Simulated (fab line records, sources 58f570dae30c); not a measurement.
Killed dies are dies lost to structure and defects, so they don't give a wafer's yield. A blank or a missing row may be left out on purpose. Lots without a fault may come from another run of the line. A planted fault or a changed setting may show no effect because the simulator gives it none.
Which tool did it? | flow berkeley_cmos170 | 14 lots, 42 wafers sampled, at 5 steps of a route of 331

WHAT THE GAUGES READ, wafer by wafer
UCB170_PWELL_OVL_MEAS_13.
lot  | measured    | on         | PWELL_OVL (nm)
L517 | day 3 11:37 | overlay-02 | -5 -11 -6
L516 | day 3 11:46 | overlay-01 | 4 5 6
L519 | day 3 21:26 | overlay-02 | 5 8 -3
L518 | day 3 21:43 | overlay-01 | -6 -6 -7
L520 | day 4 06:47 | overlay-01 | -1 -12 -2
L521 | day 4 23:03 | overlay-01 | -3 -1 0
L522 | day 4 23:30 | overlay-01 | -2 12 3
L527 | day 5 15:27 | overlay-01 | 0 0 4
L530 | day 5 23:16 | overlay-01 | 6 -1 3
L528 | day 5 23:32 | overlay-01 | 6 1 3
L533 | day 7 01:26 | overlay-01 | 0 3 3
L536 | day 7 07:22 | overlay-02 | -3 -2 -3
L537 | day 7 19:43 | overlay-01 | -2 2 1
L538 | day 8 08:05 | overlay-02 | -2 -1 -5

UCB170_PFIELD_TW_MEAS_09.
lot  | measured    | on            | PFIELD_TW
L517 | day 5 06:34 | film_metro-02 | 598 600 600
L516 | day 5 05:41 | film_metro-03 | 601 601 600
L519 | day 5 10:46 | film_metro-02 | 603 597 598
L518 | day 5 10:50 | film_metro-04 | 604 602 598
L520 | day 5 11:02 | film_metro-04 | 598 600 601
L521 | day 6 12:18 | film_metro-02 | 605 600 605
L522 | day 6 11:55 | film_metro-04 | 603 600 603
L527 | day 7 02:25 | film_metro-03 | 607 605 604
L530 | day 7 11:59 | film_metro-04 | 633 632 635
L528 | day 7 16:38 | film_metro-03 | 633 633 635
L533 | day 9 07:01 | film_metro-02 | 599 598 602
L536 | day 9 07:17 | film_metro-03 | 604 604 605
L537 | day 9 11:52 | film_metro-03 | 601 604 606
L538 | day 9 23:14 | film_metro-02 | 596 598 597

UCB170_FIELD_THK_MEAS_02.
lot  | measured     | on            | FIELD_OXIDE_THK (nm)
L517 | day 5 12:08  | film_metro-02 | 552 563 552
L516 | day 5 12:05  | film_metro-04 | 578 579 570
L519 | day 5 18:33  | film_metro-02 | 567 573 567
L518 | day 5 18:34  | film_metro-01 | 555 550 558
L520 | day 5 18:34  | film_metro-04 | 577 568 567
L521 | day 6 19:20  | film_metro-02 | 583 579 579
L522 | day 6 19:20  | film_metro-01 | 592 595 596
L527 | day 7 08:58  | film_metro-02 | 550 540 554
L530 | day 7 18:13  | film_metro-02 | 565 575 578
L528 | day 8 03:28  | film_metro-02 | 576 580 573
L533 | day 9 13:34  | film_metro-02 | 543 551 543
L536 | day 9 13:34  | film_metro-01 | 561 557 555
L537 | day 9 21:18  | film_metro-02 | 574 561 573
L538 | day 10 05:40 | film_metro-04 | 561 556 558

UCB170_SCREENOX_THK_MEAS_02.
lot  | measured     | on            | SCREENOX_OXIDE_THK (nm)
L517 | day 6 06:37  | film_metro-01 | 14.64 14.91 14.79
L516 | day 6 06:34  | film_metro-04 | 14.32 14.11 14.07
L519 | day 6 12:23  | film_metro-04 | 14.45 14.57 14.37
L518 | day 6 12:27  | film_metro-01 | 14.66 15.00 14.65
L520 | day 6 12:23  | film_metro-03 | 14.52 14.30 14.37
L521 | day 7 15:13  | film_metro-04 | 14.33 14.50 14.45
L522 | day 7 15:17  | film_metro-03 | 14.76 14.60 14.91
L527 | day 8 10:55  | film_metro-03 | 14.46 14.21 14.13
L530 | day 8 23:31  | film_metro-04 | 14.40 14.70 14.64
L528 | day 9 04:26  | film_metro-03 | 14.73 14.67 14.78
L533 | day 10 06:32 | film_metro-04 | 14.52 14.55 14.68
L536 | day 10 06:29 | film_metro-03 | 14.04 13.97 13.98
L537 | day 10 20:56 | film_metro-03 | 14.33 14.55 14.67
L538 | day 11 06:17 | film_metro-03 | 14.35 14.43 14.49

WHICH TOOL RAN EACH LOT (tool, then ch and the chambers of the sampled wafers, then the start)
lot  | UCB170_PFIELD_IMPLANT_07
L517 | implanter-01 ch 0, day 5 06:19
L516 | implanter-01 ch 0, day 5 05:26
L519 | implanter-01 ch 0, day 5 10:31
L518 | implanter-04 ch 0, day 5 10:36
L520 | implanter-02 ch 0, day 5 10:48
L521 | implanter-01 ch 0, day 6 12:04
L522 | implanter-02 ch 0, day 6 11:39
L527 | implanter-04 ch 0, day 7 02:10
L530 | implanter-01 ch 0, day 7 11:44
L528 | implanter-01 ch 0, day 7 16:23
L533 | implanter-04 ch 0, day 9 06:46
L536 | implanter-02 ch 0, day 9 07:02
L537 | implanter-02 ch 0, day 9 11:38
L538 | implanter-02 ch 0, day 9 22:59
- UCB170_PFIELD_IMPLANT_07

WHAT THE TOOLS THEMSELVES READ (means of the sampled wafers that have a number; where no wafer has one, the mark that the record gives instead)
UCB170_PFIELD_IMPLANT_07.
lot  | tool         | dose_ions_cm2 | faraday_current_uA
L517 | implanter-01 | 2e+13         | 62.6
L516 | implanter-01 | 2e+13         | 62.3
L519 | implanter-01 | 2e+13         | 64.3
L518 | implanter-04 | 2e+13         | 63.3
L520 | implanter-02 | 2e+13         | 62.9
L521 | implanter-01 | 2e+13         | 64.6
L522 | implanter-02 | 2e+13         | 63.9
L527 | implanter-04 | 2e+13         | 63.9
L530 | implanter-01 | 2e+13         | 74.1
L528 | implanter-01 | 2e+13         | 73.5
L533 | implanter-04 | 2e+13         | 63.1
L536 | implanter-02 | 2e+13         | 64.6
L537 | implanter-02 | 2e+13         | 62.9
L538 | implanter-02 | 2e+13         | 64.1

THE ANSWER, worked out from the rows above alone
Rule: what is usual is taken from the lots themselves. Put in order of their means at a reading, lots are off if they are a third of the lots or fewer, leave a main group of 4 or more, and stand apart from it by a gap of 3 or more times the standard deviation of the main group's means; of several such gaps the widest counts. A main group whose means are all the same, to the digits that the tables above print for the reading, isn't used. A lot without any number at a reading at which 4 lots or more have one is off too. The other lots that the step has rows for count as sound. The gauges are gone through in route order, then the tools' own readings, and for those a lot's mean is taken as printed above. The first step at which some lot is off is used, and at that step the reading that is off furthest; a lot without a number counts as furthest.
Off: L530, L528, at UCB170_PFIELD_TW_MEAS_09 (PFIELD_TW). The main group: mean 601, standard deviation 2.4.
A tool fits if, at a process step before that reading, it ran every lot that is off, and no sound lot after the first of them. The gauges at UCB170_PFIELD_TW_MEAS_09 aren't tried: what is off there is off at UCB170_PFIELD_IMPLANT_07 too, on other tools, and a gauge's error can't cause that. One fits: implanter-01 at UCB170_PFIELD_IMPLANT_07. Its last sound lot is L521 (day 6 12:04), its first lot that is off L530 (day 7 11:44): a fault that began between those two fits.
The tool's own readings at UCB170_PFIELD_IMPLANT_07 bear it out: on the lots that are off they differ by more than 5 times the standard deviation of the sound lots' means. faraday_current_uA reads 73.8 there against 63.5 on the sound lots.

WHAT THE SIMULATOR HAD PUT IN
Process parameter drift: implanter-01, from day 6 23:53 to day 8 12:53, at UCB170_PFIELD_IMPLANT_07. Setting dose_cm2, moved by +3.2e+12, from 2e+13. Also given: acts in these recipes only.
Lots struck among those shown: L530, L528. The rule above found the same.
